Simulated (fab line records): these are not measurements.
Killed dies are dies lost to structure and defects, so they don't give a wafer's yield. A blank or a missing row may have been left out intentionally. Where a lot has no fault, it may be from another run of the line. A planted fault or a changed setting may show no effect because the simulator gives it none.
Which tool was responsible?	flow rit-cmos	Sampling: 14 lots, 42 wafers, 6 of 202 route steps

WHAT THE GAUGES SHOWED, per wafer
RIT_FOX2_THK_MEAS_01. Usual: FOX2_OXIDE_THK 351 nm, standard deviation 7.7.
lot	measured	on	FOX2_OXIDE_THK (nm)	flag
L522	day 1 23:29	film-metro-01	363 363 364	
L524	day 2 05:46	film-metro-02	341 338 343	
L526	day 2 16:20	film-metro-01	332 342 335	
L533	day 4 06:28	film-metro-04	351 354 353	
L534	day 4 09:22	film-metro-01	351 354 351	
L535	day 4 14:26	film-metro-04	358 355 358	
L536	day 4 19:14	film-metro-01	355 352 353	
L537	day 4 23:35	film-metro-02	340 345 340	
L538	day 5 04:31	film-metro-01	344 351 344	
L539	day 5 13:04	film-metro-01	343 343 346	
L540	day 5 15:10	film-metro-04	343 351 345	
L542	day 6 03:56	film-metro-04	342 339 342	
L543	day 6 07:49	film-metro-02	351 360 353	
L545	day 6 14:58	film-metro-04	352 362 359	

RIT_GATE_THK_MEAS_09. Usual: GATE_POLY_THK 250.6 nm, standard deviation 2.8.
lot	measured	on	GATE_POLY_THK (nm)	flag
L522	day 2 17:27	film-metro-02	251.1 250.2 250.0	
L524	day 2 22:47	film-metro-02	247.2 250.2 248.6	
L526	day 3 09:11	film-metro-01	252.1 252.9 251.6	
L533	day 5 01:29	film-metro-04	250.8 249.6 248.6	
L534	day 5 03:42	film-metro-01	253.0 251.5 253.4	
L535	day 5 11:14	film-metro-02	247.2 246.6 247.8	
L536	day 5 16:11	film-metro-04	252.3 252.8 251.9	
L537	day 5 19:43	film-metro-02	253.0 249.1 252.7	
L538	day 6 00:40	film-metro-04	250.3 250.3 248.0	
L539	day 6 07:00	film-metro-01	249.5 251.0 250.7	
L540	day 6 10:49	film-metro-04	253.9 256.8 254.6	
L542	day 6 23:26	film-metro-04	249.9 251.2 248.7	
L543	day 7 01:58	film-metro-02	258.3 257.5 256.6	
L545	day 7 12:37	film-metro-02	252.3 254.3 254.7	

RIT_NLDD_TW_MEAS_10. Usual: NLDD_TW 2484, standard deviation 11.
lot	measured	on	NLDD_TW	flag
L522	day 3 00:35	film-metro-04	2505 2482 2490	
L524	day 3 05:49	film-metro-02	2486 2479 2487	
L526	day 3 16:49	film-metro-03	2473 2473 2480	
L533	day 5 08:28	film-metro-02	2752 2765 2755 2754 2765 2770	OFF
L534	day 5 12:17	film-metro-04	2782 2763 2782 2763 2785 2794	OFF
L535	day 5 17:35	film-metro-03	2485 2485 2487	
L536	day 5 23:27	film-metro-04	2500 2502 2506	
L537	day 6 02:10	film-metro-02	2481 2472 2478	
L538	day 6 08:14	film-metro-04	2471 2465 2476	
L539	day 6 13:07	film-metro-02	2490 2494 2478	
L540	day 6 17:20	film-metro-04	2482 2462 2491	
L542	day 7 05:31	film-metro-02	2472 2478 2464	
L543	day 7 07:56	film-metro-03	2476 2475 2476	
L545	day 7 19:00	film-metro-04	2473 2484 2495	

RIT_SDANNEAL_RS_MEAS_07: a four-point-probe measurement. Usual: NLDD_RS 151.7 ohm/sq, standard deviation 0.5.
lot	measured	on	NLDD_RS (ohm/sq)	flag
L522	day 3 08:31	film-metro-03	150.7 151.0 151.5	
L524	day 3 14:32	film-metro-03	151.8 151.8 151.9	
L526	day 4 00:41	film-metro-02	151.0 151.6 151.0	
L533	day 5 19:29	film-metro-02	108.1 108.2 108.3 108.0 108.1 108.1	OFF
L534	day 5 22:53	film-metro-02	107.8 108.0 107.7 107.8 107.7 107.7	OFF
L535	day 6 02:58	film-metro-03	151.7 151.8 151.6	
L536	day 6 07:16	film-metro-03	151.1 151.4 151.6	
L537	day 6 10:28	film-metro-02	152.8 152.5 152.2	
L538	day 6 16:10	film-metro-03	152.5 151.7 152.2	
L539	day 6 21:16	film-metro-02	150.6 150.8 151.1	
L540	day 7 01:12	film-metro-03	151.9 151.6 151.2	
L542	day 7 13:20	film-metro-02	151.7 152.3 152.0	
L543	day 7 18:26	film-metro-02	152.0 151.2 151.4	
L545	day 8 04:11	film-metro-02	152.2 152.2 152.0	

EACH LOT AND THE TOOL THAT RAN IT (in order: tool; ch and the chambers of the sampled wafers; start)
lot	RIT_GATE_STRIP_20	RIT_NLDD_IMPLANT_08
L522	plasma-asher-01 ch 1, day 2 18:58	implanter-03 ch 0, day 3 00:16
L524	plasma-asher-04 ch 0,1, day 3 00:14	implanter-03 ch 0, day 3 05:31
L526	plasma-asher-04 ch 0, day 3 10:43	implanter-03 ch 0, day 3 16:31
L533	plasma-asher-04 ch 0,1, day 5 02:53	implanter-03 ch 0, day 5 08:09
L534	plasma-asher-04 ch 0,1, day 5 05:09	implanter-03 ch 0, day 5 12:00
L535	plasma-asher-03 ch 0,1, day 5 12:40	implanter-01 ch 0, day 5 17:17
L536	plasma-asher-01 ch 0,1, day 5 17:57	implanter-01 ch 0, day 5 23:08
L537	plasma-asher-04 ch 0,1, day 5 21:13	implanter-02 ch 0, day 6 01:52
L538	plasma-asher-03 ch 0,1, day 6 01:59	implanter-02 ch 0, day 6 07:55
L539	plasma-asher-03 ch 0,1, day 6 08:19	implanter-01 ch 0, day 6 12:48
L540	plasma-asher-04 ch 0,1, day 6 12:16	implanter-01 ch 0, day 6 17:01
L542	plasma-asher-01 ch 0,1, day 7 00:45	implanter-02 ch 0, day 7 05:11
L543	plasma-asher-03 ch 0,1, day 7 03:17	implanter-02 ch 0, day 7 07:37
L545	plasma-asher-01 ch 1, day 7 13:55	implanter-02 ch 0, day 7 18:41
- RIT_GATE_STRIP_20: strips in O2, time 180 s.
- RIT_NLDD_IMPLANT_08

WHAT THE TOOLS THEMSELVES READ (means of the sampled wafers that have a number; where no wafer has one, the mark that the record gives instead)
RIT_GATE_STRIP_20. Usual: drypump-motor-current-A reads 5.8 A (standard deviation 0.46).
lot	tool	drypump-motor-current-A (A)	flag
L522	plasma-asher-01	5.2	
L524	plasma-asher-04	6.2	
L526	plasma-asher-04	6.5	
L533	plasma-asher-04	6.2	
L534	plasma-asher-04	6.4	
L535	plasma-asher-03	5.6	
L536	plasma-asher-01	5.5	
L537	plasma-asher-04	6.4	
L538	plasma-asher-03	5.6	
L539	plasma-asher-03	5.7	
L540	plasma-asher-04	6.3	
L542	plasma-asher-01	5.4	
L543	plasma-asher-03	5.6	
L545	plasma-asher-01	5.1	

RIT_NLDD_IMPLANT_08. Usual: dose-ions-cm2 5e+14, standard deviation 6e+11; faraday-current-uA 1571, standard deviation 31.
lot	tool	dose-ions-cm2	faraday-current-uA	flag
L522	implanter-03	5e+14	1567	
L524	implanter-03	5e+14	1562	
L526	implanter-03	5e+14	1531	
L533	implanter-03	8e+14	2331	OFF
L534	implanter-03	8e+14	2335	OFF
L535	implanter-01	5e+14	1577	
L536	implanter-01	5e+14	1554	
L537	implanter-02	5e+14	1570	
L538	implanter-02	5e+14	1584	
L539	implanter-01	5e+14	1591	
L540	implanter-01	5e+14	1600	
L542	implanter-02	5e+14	1540	
L543	implanter-02	5e+14	1585	
L545	implanter-02	5e+14	1564	

THE ANSWER, worked out from the rows above alone
Rule: a lot is off if the mean of its wafers that have a number lies more than 3 standard deviations from the usual mean. Also off: a lot with no number at a reading for which 4 or more lots have one. Any other lot the step has rows for is counted as sound. First the gauges in route order, then the tools' own readings, where a lot's mean is used as printed above. At the first step where some lot is off, the reading lying furthest off is the one used; lots without a number count as furthest.
Off: L533, L534, seen at RIT_NLDD_TW_MEAS_10 (NLDD_TW).
If a tool, at a process step before that reading, ran all the lots that are off and no sound lot after the first of them, it fits. The gauges at RIT_NLDD_TW_MEAS_10 aren't tried: what is off there is off at RIT_NLDD_IMPLANT_08 too, on other tools, and a gauge's error can't cause that. One candidate fits, namely implanter-03 at RIT_NLDD_IMPLANT_08. Its last sound lot is L526 (day 3 16:31), its first lot that is off L533 (day 5 08:09): a fault that began between those two fits.
The tool's own readings at RIT_NLDD_IMPLANT_08 bear it out: on the lots that are off they differ by more than 5 times the standard deviation of the sound lots' means. dose-ions-cm2 reads 8e+14 there against 5e+14 on the sound lots; faraday-current-uA reads 2333 there against 1569 on the sound lots.

WHAT THE SIMULATOR PUT IN
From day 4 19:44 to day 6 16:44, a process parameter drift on implanter-03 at RIT_NLDD_IMPLANT_08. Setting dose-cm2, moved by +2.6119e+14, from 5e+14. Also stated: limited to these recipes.
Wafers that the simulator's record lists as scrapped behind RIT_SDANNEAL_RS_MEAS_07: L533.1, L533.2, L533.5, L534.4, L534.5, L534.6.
Shown lots that were struck: L533, L534. The rule above reached the same finding.
